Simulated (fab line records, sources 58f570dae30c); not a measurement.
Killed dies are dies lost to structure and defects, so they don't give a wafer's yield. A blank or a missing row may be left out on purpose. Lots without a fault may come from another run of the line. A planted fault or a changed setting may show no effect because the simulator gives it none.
fab line records | flow berkeley_cmos170
record lots=5 wafers=23
route steps=331 shown NLDD@159 SPACER@171 PSD@179 NSD@188 BACKSIDE@202 CONTACT@234 M1@238 M2@272
start_h: hours from the record's first day to the start of the lot's first wafer shown | wait_h: hours since the lot's step before | " the same as in the row above | L1.1+2: a row that stands for several wafers | - no value, or no start given | * or withheld: withheld | < > ~ a bound
route shown NAME@n: a module of which the file shows steps, and the number in the route of the first | usual: mean/standard deviation of fault-free wafers | same: alike in all rows | chamber/n: place in a boat | sites: the reading at each site | _std_site: their standard deviation | _edge_site: outer sites' mean less inner sites' | radius_mm: how far each site lies from the wafer's centre | mask NAME#n: copy n | behind: the tool/chamber that last shaped the wafer | hold: why the lot was held/for how many hours/how that ended | device: the transistor (n, p or np) that didn't switch | end of line: the same wafers' tests at the end of the route | a step without rows: its recipe alone | killed: dies lost to structure and defects at the first sort, not the wafer's yield | map: a wafer's dies, x killed, . not, _ none there
set.NAME: the setting as run; set.NAME@STEP: as run at that earlier step | model.NAME: the simulator's own value behind a step, which no gauge read
lots whose settings were changed on purpose; a table a step, a row a wafer
## steps
# step UCB170_NLDD_COAT_01
# recipe resist=KrF spin_rpm=1500 resist_thk_nm=900
# columns lot.wafer tool chamber start_h wait_h set.resist_thk_nm model.KrF_of_NLDD_COAT_01.thk_nm
L075.3 litho_track-01 0 161.04 0.1 900 905.7
L075.4 " 0 " " 900 903
L075.6 " 0 " " 900 903.4
L078.1 litho_track-04 0 178.29 0.1 900 898.2
L078.2 " 0 " " 861.9 859.8
L078.3 " 0 " " 900 897.4
L078.4 " 0 " " 900 895.3
L078.6 " 0 " " 861.9 861.8
L080.1 litho_track-03 0 178.29 0.1 900 897
L080.2 " 0 " " 900 897.2
L080.4 " 0 " " 900 894.2
L080.5 " 0 " " 877.3 873.8
L080.6 " 0 " " 877.3 871.4
L076.2 litho_track-01 0 178.58 0.1 900 901.2
L076.3 " 0 " " 900 900.1
L076.4 " 0 " " 900 902
L076.5 " 0 " " 900 902.5
L076.6 " 0 " " 900 899.9
L083.1 litho_track-01 0 208.84 0.1 900 902.2
L083.2 " 0 " " 900 905
L083.4 " 0 " " 919.8 921.7
L083.5 " 0 " " 919.8 920.7
L083.6 " 0 " " 919.8 923.5
# step UCB170_NLDD_SOFTBAKE_02
# recipe resist=KrF temp_c=130 time_s=60
# step UCB170_NLDD_EXPOSE_03
# recipe mask_id=NSELECT na=0.5 sigma_outer=0.6 source_shape=conventional target_cd_nm=1200 dose_mj=30
# step UCB170_NLDD_IMPLANT_08
# recipe species=As dose_cm2=5e+13 energy_kev=30 tilt_deg=7 rotation_deg=0
# step UCB170_NLDD_IMPLANT_09
# recipe species=As dose_cm2=5e+13 energy_kev=30 tilt_deg=7 rotation_deg=180
# step UCB170_NLDD_STRIP_10
# recipe chemistry=O2 power_w=400 pressure_mtorr=3500 platen_temp_c=withheld o2_flow_sccm=400 overash_fraction=0.5
# usual strip_time_to_endpoint_s=21.63/0.08
# columns lot.wafer tool chamber start_h wait_h set.resist_thk_nm@NLDD_COAT_01 strip_time_to_endpoint_s
L075.3 plasma_asher-04 0 162.18 0.1 900 21.75
L075.4 " 1 " " 900 21.71
L075.6 " 0 " " 900 21.71
L078.1 plasma_asher-02 1 180.25 0.1 900 21.59
L078.2 " 0 " " 861.9 20.67
L078.3 " 1 " " 900 21.57
L078.4 " 0 " " 900 21.51
L078.6 " 0 " " 861.9 20.71
L080.1 plasma_asher-02 0 180.49 0.1 900 21.54
L080.2 " 1 " " 900 21.57
L080.4 " 1 " " 900 21.48
L080.5 " 1 " " 877.3 20.99
L080.6 " 0 " " 877.3 20.95
L076.2 plasma_asher-02 1 180.73 0.1 900 21.66
L076.3 " 1 " " 900 21.61
L076.4 " 0 " " 900 21.67
L076.5 " 1 " " 900 21.68
L076.6 " 0 " " 900 21.63
L083.1 plasma_asher-03 1 211.05 0.1 900 21.69
L083.2 " 0 " " 900 21.76
L083.4 " 0 " " 919.8 22.15
L083.5 " 1 " " 919.8 22.12
L083.6 " 0 " " 919.8 22.19
# step UCB170_SPACER_CVD_00
# recipe material=SiO2 target_thk_nm=376 temp_c=390 precursor=TEOS/O2 time_s=47 rf_w=550 pressure_mtorr=9000
# columns lot.wafer tool chamber start_h wait_h set.time_s model.SiO2_of_SPACER_CVD_00.thk_nm
L075.3 pecvd-02 2 162.51 0.0 47 369.5
L075.4 " 0 " " 47 373.4
L075.6 " 1 " " 47 369.4
L078.1 pecvd-01 2 180.59 0.0 47 371.5
L078.2 " 0 " " 51.56 406.4
L078.3 " 1 " " 51.56 414.1
L078.4 " 1 " " 47 380.6
L078.6 " 0 " " 47 378.2
L080.1 pecvd-02 0 180.85 0.0 47 375.1
L080.2 " 2 " " 47 372.8
L080.4 " 2 " " 47 377.7
L080.5 " 1 " " 47 373
L080.6 " 0 " " 47 382.1
L076.2 pecvd-01 2 181.09 0.0 51.43 401.1
L076.3 " 0 " " 51.43 405.8
L076.4 " 2 " " 47 373.1
L076.5 " 0 " " 51.43 416.3
L076.6 " 1 " " 47 375.8
L083.1 pecvd-02 1 211.38 0.0 47 366.7
L083.2 " 0 " " 47 374.5
L083.4 " 0 " " 47 379.5
L083.5 " 1 " " 47 376.2
L083.6 " 2 " " 47 378.3
# step UCB170_SPACER_THK_MEAS_01
# recipe reads=SiO2_of_SPACER_CVD_00
# usual SPACER_TEOS_THK=373/5.5
# columns lot.wafer tool chamber start_h wait_h set.time_s@SPACER_CVD_00 SPACER_TEOS_THK[nm]
L075.3 film_metro-04 - 162.58 0.0 47 369
L075.4 " - " " 47 373
L075.6 " - " " 47 370
L078.1 film_metro-01 - 180.63 0.0 47 371
L078.2 " - " " 51.56 406
L078.3 " - " " 51.56 414
L078.4 " - " " 47 381
L078.6 " - " " 47 378
L080.1 film_metro-02 - 180.89 0.0 47 375
L080.2 " - " " 47 373
L080.4 " - " " 47 378
L080.5 " - " " 47 373
L080.6 " - " " 47 382
L076.2 film_metro-02 - 181.14 0.0 51.43 401
L076.3 " - " " 51.43 406
L076.4 " - " " 47 373
L076.5 " - " " 51.43 416
L076.6 " - " " 47 376
L083.1 film_metro-04 - 211.42 0.0 47 367
L083.2 " - " " 47 375
L083.4 " - " " 47 379
L083.5 " - " " 47 376
L083.6 " - " " 47 378
# step UCB170_PSD_PEB_04
# recipe peb_temp_c=130 peb_time_s=withheld resist=KrF
# columns lot.wafer tool chamber start_h wait_h set.peb_temp_c
L075.3+4+6 litho_track-04 0 171.30 0.1 130
L078.1+2 litho_track-02 0 190.36 0.1 133.8
L078.3+4+6 " 0 " " 130
L080.1+2+6 litho_track-01 0 190.56 0.2 127
L080.4+5 " 0 " " 130
L076.2+3+4+5+6 litho_track-04 0 190.70 0.1 130
L083.1+2+6 litho_track-01 0 217.13 0.2 130
L083.4+5 " 0 " " 132.8
# step UCB170_PSD_DEVELOP_05
# recipe developer=TMAH develop_time_s=45 resist=KrF dev_temp_c=21
# step UCB170_PSD_CD_MEAS_06
# recipe target_cd_nm=1200
# usual cd_nm=1200.0/1.2
# columns lot.wafer tool chamber start_h wait_h set.peb_temp_c@PSD_PEB_04 cd_nm
L075.3 cd_sem-01 - 171.57 - 130 1201.1
L075.4 " - " " 130 1200.8
L075.6 " - " " 130 1199.4
L078.1 cd_sem-02 - 190.64 - 133.8 1222.4
L078.2 " - " " 133.8 1221.6
L078.3 " - " " 130 1200.9
L078.4 " - " " 130 1200.1
L078.6 " - " " 130 1200.5
L080.1 cd_sem-01 - 190.84 - 127 1177.3
L080.2 " - " " 127 1176.1
L080.4 " - " " 130 1198.4
L080.5 " - " " 130 1200.6
L080.6 " - " " 127 1176.5
L076.2 cd_sem-02 - 190.97 - 130 1197.5
L076.3 " - " " 130 1199.9
L076.4 " - " " 130 1199.1
L076.5 " - " " 130 1195.9
L076.6 " - " " 130 1198.0
L083.1 cd_sem-02 - 217.40 - 130 1201.2
L083.2 " - " " 130 1200.0
L083.4 " - " " 132.8 1216.9
L083.5 " - " " 132.8 1219.0
L083.6 " - " " 130 1199.5
# step UCB170_NSD_COAT_01
# recipe resist=KrF spin_rpm=1500 resist_thk_nm=900
# columns lot.wafer tool chamber start_h wait_h set.resist_thk_nm model.KrF_of_NSD_COAT_01.thk_nm
L075.3 litho_track-03 0 172.37 0.1 900 902.2
L075.4 " 0 " " 900 898.5
L075.6 " 0 " " 900 901.5
L078.1 litho_track-04 0 191.43 0.1 931.3 938.4
L078.2 " 0 " " 900 902.6
L078.3 " 0 " " 900 900
L078.4 " 0 " " 900 901.5
L078.6 " 0 " " 931.3 934.4
L080.1 litho_track-02 0 191.64 0.1 900 900.3
L080.2 " 0 " " 913.6 916.4
L080.4 " 0 " " 913.6 916.6
L080.5 " 0 " " 900 905.2
L080.6 " 0 " " 913.6 915.6
L076.2+5 litho_track-03 0 191.79 0.1 900 897.3
L076.3 " 0 " " 900 895.6
L076.4 " 0 " " 900 899.5
L076.6 " 0 " " 900 901.8
L083.1 litho_track-04 0 218.73 0.1 900 903.9
L083.2 " 0 " " 900 901.3
L083.4 " 0 " " 900 903
L083.5 " 0 " " 900 902.3
L083.6 " 0 " " 900 902.2
# step UCB170_NSD_SOFTBAKE_02
# recipe resist=KrF temp_c=130 time_s=60
# step UCB170_NSD_EXPOSE_03
# recipe mask_id=NSELECT_MOD na=0.5 sigma_outer=0.6 source_shape=conventional target_cd_nm=1200 dose_mj=30
# step UCB170_NSD_IMPLANT_08
# recipe species=P dose_cm2=3e+15 energy_kev=40 tilt_deg=7
# step UCB170_NSD_STRIP_09
# recipe chemistry=O2 power_w=400 pressure_mtorr=3500 platen_temp_c=withheld o2_flow_sccm=400 overash_fraction=0.5
# usual strip_time_to_endpoint_s=35.81/0.064
# columns lot.wafer tool chamber start_h wait_h set.resist_thk_nm@NSD_COAT_01 strip_time_to_endpoint_s
L075.3 plasma_asher-01 1 174.19 0.1 900 35.87
L075.4 " 0 " " 900 35.75
L075.6 " 1 " " 900 35.84
L078.1 plasma_asher-01 0 192.55 0.1 931.3 36.75
L078.2 " 1 " " 900 35.88
L078.3 " 1 " " 900 35.84
L078.4 " 0 " " 900 35.82
L078.6 " 0 " " 931.3 36.63
L080.1 plasma_asher-02 1 192.67 0.1 900 35.79
L080.2 " 0 " " 913.6 36.19
L080.4 " 0 " " 913.6 36.18
L080.5 " 0 " " 900 35.92
L080.6 " 1 " " 913.6 36.19
L076.2 plasma_asher-04 1 192.78 0.1 900 35.80
L076.3 " 1 " " 900 35.79
L076.4 " 0 " " 900 35.86
L076.5 " 1 " " 900 35.77
L076.6 " 0 " " 900 35.91
L083.1 plasma_asher-02 1 220.16 0.1 900 35.90
L083.2 " 0 " " 900 35.90
L083.4 " 0 " " 900 35.93
L083.5 " 0 " " 900 35.91
L083.6 " 1 " " 900 35.89
# step UCB170_BACKSIDE_STRIP_03
# recipe chemistry=O2 power_w=400 pressure_mtorr=3500 platen_temp_c=withheld o2_flow_sccm=400 overash_fraction=0.5
# usual oes_product_au=0.734/0.0048 strip_time_to_endpoint_s=21.99/0.057
# columns lot.wafer tool chamber start_h wait_h set.power_w oes_product_au strip_time_to_endpoint_s
L075.3 plasma_asher-03 1 175.31 0.1 400 0.737 22.02
L075.4 " 0 " " 400 0.737 21.94
L075.6 " 0 " " 400 0.739 22.00
L078.1 plasma_asher-04 1 193.35 0.1 400 0.731 21.90
L078.2 " 0 " " 400 0.728 21.91
L078.3 " 1 " " 400 0.735 21.91
L078.4 " 0 " " 400 0.733 21.88
L078.6 " 1 " " 400 0.737 21.91
L080.1 plasma_asher-03 0 193.45 0.1 400 0.728 21.96
L080.2 " 1 " " 370.2 0.706 23.25
L080.4 " 0 " " 370.2 0.699 23.29
L080.5 " 1 " " 400 0.736 22.01
L080.6 " 0 " " 400 0.736 21.98
L076.2 plasma_asher-01 1 193.62 0.1 400 0.738 21.98
L076.3 " 1 " " 400 0.737 22.00
L076.4 " 0 " " 418.7 0.757 21.28
L076.5 " 1 " " 418.7 0.746 21.31
L076.6 " 0 " " 400 0.737 22.02
L083.1 plasma_asher-01 0 221.38 0.1 429.7 0.766 20.87
L083.2 " 1 " " 400 0.727 22.06
L083.4 " 0 " " 400 0.739 22.05
L083.5 " 0 " " 429.7 0.765 20.80
L083.6 " 1 " " 400 0.735 22.03
# step UCB170_CONTACT_ETCH_18
# recipe chemistry=CHF3/CF4/Ar target=PSG stop_on=TiSi2 CHF3_flow_sccm=45 cf4_flow_sccm=15 Ar_flow_sccm=150 pressure_mtorr=200 rf_w=700 target_depth_a=8400 over_etch_frac=0.2 time_s=195
# columns lot.wafer tool chamber start_h wait_h set.time_s model.KrF_of_CONTACT_COAT_10.thk_nm
L075.3 rie_diel-01 2 - - 195 695.1
L075.4 " 0 " " 195 690.2
L075.6 " 2 " " 195 691.1
L078.1 rie_diel-01 1 - - 208.9 673.5
L078.2 " 0 " " 208.9 682.2
L078.3 " 2 " " 195 697.9
L078.4 " 3 " " 195 690.2
L078.6 " 3 " " 208.9 677.2
L080.1 rie_diel-02 1 - - 212.8 674.4
L080.2 " 3 " " 212.8 677.4
L080.4 " 0 " " 212.8 667.8
L080.5 " 0 " " 195 684.3
L080.6 " 3 " " 195 695.5
L076.2 rie_diel-02 3 - - 210 684.2
L076.3 " 1 " " 195 694.7
L076.4 " 2 " " 195 695.7
L076.5 " 1 " " 210 679.8
L076.6 " 2 " " 195 699.1
L083.1 rie_diel-03 0 - - 195 701.1
L083.2 " 3 " " 195 690.6
L083.4 " 1 " " 195 692.7
L083.5 " 3 " " 205.6 680.1
L083.6 " 0 " " 205.6 684.3
# step UCB170_M1_SPUTTER_00
# recipe material=Al target_thk_nm=600 time_s=80 power_w=6000 chamber_pressure_pa=0.5
# columns lot.wafer tool chamber start_h wait_h set.time_s model.Al_of_M1_SPUTTER_00.thk_nm
L075.3 pvd_sputter-02 - 184.21 0.0 80 611.1
L075.4 " - " " 80 590.1
L075.6 " - " " 80 588.9
L078.1 pvd_sputter-03 - 198.99 0.0 88.43 662.2
L078.2 " - " " 80 592.5
L078.3 " - " " 88.43 671.1
L078.4 " - " " 80 598.3
L078.6 " - " " 88.43 667.3
L080.1 pvd_sputter-01 - 199.33 0.0 80 601.8
L080.2 " - " " 76.3 575.3
L080.4 " - " " 80 606.9
L080.5 " - " " 76.3 581.9
L080.6 " - " " 80 603.1
L076.2 pvd_sputter-02 - 200.77 0.0 80 601.6
L076.3 " - " " 80 594.4
L076.4 " - " " 80 595.8
L076.5 " - " " 80 595.1
L076.6 " - " " 80 614.2
L083.1 pvd_sputter-02 - 230.30 0.0 90.71 673.1
L083.2 " - " " 90.71 673.3
L083.4 " - " " 80 616.5
L083.5 " - " " 80 611.8
L083.6 " - " " 80 600.8
# step UCB170_M1_RS_MEAS_01
# recipe thk_meas_gauge=four-point-probe reads=Al_of_M1_SPUTTER_00
# usual M1_AL_RS=0.0485/0.0006
# columns lot.wafer tool chamber start_h wait_h set.time_s@M1_SPUTTER_00 M1_AL_RS[ohm/sq]
L075.3 film_metro-04 - 184.31 0.1 80 0.0475
L075.4 " - " " 80 0.0492
L075.6 " - " " 80 0.0494
L078.1 film_metro-03 - 199.05 0.0 88.43 0.0438
L078.2 " - " " 80 0.0491
L078.3 " - " " 88.43 0.0432
L078.4 " - " " 80 0.0485
L078.6 " - " " 88.43 0.0434
L080.1 film_metro-01 - 199.39 0.0 80 0.0484
L080.2 " - " " 76.3 0.0507
L080.4 " - " " 80 0.0480
L080.5 " - " " 76.3 0.0501
L080.6 " - " " 80 0.0483
L076.2 film_metro-04 - 200.85 0.1 80 0.0483
L076.3 " - " " 80 0.0489
L076.4 " - " " 80 0.0489
L076.5 " - " " 80 0.0490
L076.6 " - " " 80 0.0474
L083.1 film_metro-01 - 230.37 0.0 90.71 0.0431
L083.2 " - " " 90.71 0.0431
L083.4 " - " " 80 0.0472
L083.5 " - " " 80 0.0475
L083.6 " - " " 80 0.0486
# step UCB170_M1_THK_MEAS_02
# recipe thk_meas_gauge=xrf reads=Al_of_M1_SPUTTER_00
# usual M1_AL_THK=602/7.2
# columns lot.wafer tool chamber start_h wait_h set.time_s@M1_SPUTTER_00 M1_AL_THK[nm]
L075.3 film_metro-04 - 184.41 0.1 80 616
L075.4 " - " " 80 595
L075.6 " - " " 80 593
L078.1 film_metro-03 - 199.17 0.1 88.43 665
L078.2 " - " " 80 595
L078.3 " - " " 88.43 677
L078.4 " - " " 80 599
L078.6 " - " " 88.43 671
L080.1 film_metro-01 - 199.51 0.1 80 600
L080.2 " - " " 76.3 574
L080.4 " - " " 80 604
L080.5 " - " " 76.3 578
L080.6 " - " " 80 601
L076.2 film_metro-04 - 200.96 0.1 80 602
L076.3 " - " " 80 594
L076.4 " - " " 80 600
L076.5 " - " " 80 596
L076.6 " - " " 80 620
L083.1 film_metro-01 - 230.49 0.1 90.71 675
L083.2 " - " " 90.71 672
L083.4 " - " " 80 618
L083.5 " - " " 80 615
L083.6 " - " " 80 602
# step UCB170_M2_SPUTTER_01
# recipe material=Al target_thk_nm=900 time_s=120 power_w=6000 chamber_pressure_pa=0.5
# columns lot.wafer tool chamber start_h wait_h set.power_w model.Al_of_M2_SPUTTER_01.thk_nm
L075.3 pvd_sputter-04 - 190.72 0.0 6000 904
L075.4 " - " " 6000 911.6
L075.6 " - " " 6000 907.3
L078.1 pvd_sputter-04 - 204.96 0.0 6000 905.2
L078.2 " - " " 6000 899.3
L078.3 " - " " 5625 850.6
L078.4 " - " " 5625 854.6
L078.6 " - " " 5625 841.3
L080.1 pvd_sputter-02 - 208.64 0.0 5347 788.3
L080.2 " - " " 5347 786.1
L080.4 " - " " 6000 892
L080.5 " - " " 6000 892.8
L080.6 " - " " 6000 895.9
L076.2 pvd_sputter-03 - 208.79 0.0 6000 921.6
L076.3 " - " " 6000 904.9
L076.4 " - " " 6000 897.4
L076.5 " - " " 6000 897.6
L076.6 " - " " 6000 917.8
L083.1 pvd_sputter-02 - 238.13 0.0 6608 987.3
L083.2 " - " " 6608 981.9
L083.4 " - " " 6000 906.6
L083.5 " - " " 6608 994
L083.6 " - " " 6000 895.9
# step UCB170_M2_RS_MEAS_02
# recipe thk_meas_gauge=four-point-probe reads=Al_of_M2_SPUTTER_01
# usual M2_AL_RS=0.0320/0.00033
# columns lot.wafer tool chamber start_h wait_h set.power_w@M2_SPUTTER_01 M2_AL_RS[ohm/sq]
L075.3 film_metro-02 - 190.84 0.1 6000 0.0319
L075.4 " - " " 6000 0.0317
L075.6 " - " " 6000 0.0319
L078.1 film_metro-03 - 205.05 0.0 6000 0.0319
L078.2 " - " " 6000 0.0321
L078.3 " - " " 5625 0.0340
L078.4 " - " " 5625 0.0339
L078.6 " - " " 5625 0.0343
L080.1 film_metro-02 - 208.72 0.0 5347 0.0368
L080.2 " - " " 5347 0.0368
L080.4 " - " " 6000 0.0324
L080.5 " - " " 6000 0.0325
L080.6 " - " " 6000 0.0323
L076.2 film_metro-03 - 208.90 0.1 6000 0.0313
L076.3 " - " " 6000 0.0318
L076.4 " - " " 6000 0.0322
L076.5 " - " " 6000 0.0321
L076.6 " - " " 6000 0.0315
L083.1 film_metro-01 - 238.22 0.0 6608 0.0292
L083.2 " - " " 6608 0.0294
L083.4 " - " " 6000 0.0319
L083.5 " - " " 6608 0.0291
L083.6 " - " " 6000 0.0324
# step UCB170_M2_THK_MEAS_03
# recipe thk_meas_gauge=xrf reads=Al_of_M2_SPUTTER_01
# usual M2_AL_THK=909/9.8
# columns lot.wafer tool chamber start_h wait_h set.power_w@M2_SPUTTER_01 M2_AL_THK[nm]
L075.3 film_metro-02 - 190.94 0.1 6000 903
L075.4 " - " " 6000 919
L075.6 " - " " 6000 910
L078.1 film_metro-03 - 205.17 0.1 6000 910
L078.2 " - " " 6000 900
L078.3 " - " " 5625 857
L078.4 " - " " 5625 861
L078.6 " - " " 5625 845
L080.1 film_metro-02 - 208.84 0.1 5347 794
L080.2 " - " " 5347 787
L080.4 " - " " 6000 896
L080.5 " - " " 6000 897
L080.6 " - " " 6000 901
L076.2 film_metro-03 - 209.01 0.1 6000 923
L076.3 " - " " 6000 912
L076.4 " - " " 6000 905
L076.5 " - " " 6000 901
L076.6 " - " " 6000 924
L083.1 film_metro-01 - 238.34 0.1 6608 984
L083.2 " - " " 6608 985
L083.4 " - " " 6000 908
L083.5 " - " " 6608 994
L083.6 " - " " 6000 900
## key
split step=UCB170_NLDD_COAT_01 setting=resist_thk_nm stated=900 by=wafer
response step=UCB170_NLDD_COAT_01 reading=model.KrF_of_NLDD_COAT_01.thk_nm change=+8.68 per=1% r=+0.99
response step=UCB170_NLDD_STRIP_10 reading=strip_time_to_endpoint_s change=* per=1% r=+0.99
split step=UCB170_SPACER_CVD_00 setting=time_s stated=47 by=wafer
response step=UCB170_SPACER_CVD_00 reading=model.SiO2_of_SPACER_CVD_00.thk_nm change=+3.49 per=1% r=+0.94
response step=UCB170_SPACER_THK_MEAS_01 reading=SPACER_TEOS_THK change=+3.47 per=1% r=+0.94
split step=UCB170_PSD_PEB_04 setting=peb_temp_c stated=130 by=wafer
response step=UCB170_PSD_CD_MEAS_06 reading=cd_nm change=+8.31 per=1% r=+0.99
split step=UCB170_NSD_COAT_01 setting=resist_thk_nm stated=900 by=wafer
response step=UCB170_NSD_COAT_01 reading=model.KrF_of_NSD_COAT_01.thk_nm change=+9.89 per=1% r=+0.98
response step=UCB170_NSD_STRIP_09 reading=strip_time_to_endpoint_s change=* per=1% r=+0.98
split step=UCB170_BACKSIDE_STRIP_03 setting=power_w stated=400 by=wafer
response step=UCB170_BACKSIDE_STRIP_03 reading=oes_product_au change=+0.004 per=1% r=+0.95
response step=UCB170_BACKSIDE_STRIP_03 reading=strip_time_to_endpoint_s change=* per=1% r=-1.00
split step=UCB170_CONTACT_ETCH_18 setting=time_s stated=195 by=wafer
response step=UCB170_CONTACT_ETCH_18 reading=model.KrF_of_CONTACT_COAT_10.thk_nm change=-2.02 per=1% r=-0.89
split step=UCB170_M1_SPUTTER_00 setting=time_s stated=80 by=wafer
response step=UCB170_M1_SPUTTER_00 reading=model.Al_of_M1_SPUTTER_00.thk_nm change=+5.52 per=1% r=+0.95
response step=UCB170_M1_RS_MEAS_01 reading=M1_AL_RS change=-0.000412 per=1% r=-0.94
response step=UCB170_M1_THK_MEAS_02 reading=M1_AL_THK change=+5.55 per=1% r=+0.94
split step=UCB170_M2_SPUTTER_01 setting=power_w stated=6000 by=wafer
response step=UCB170_M2_SPUTTER_01 reading=model.Al_of_M2_SPUTTER_01.thk_nm change=+9.1 per=1% r=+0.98
response step=UCB170_M2_RS_MEAS_02 reading=M2_AL_RS change=-0.000345 per=1% r=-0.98
response step=UCB170_M2_THK_MEAS_03 reading=M2_AL_THK change=+8.99 per=1% r=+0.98
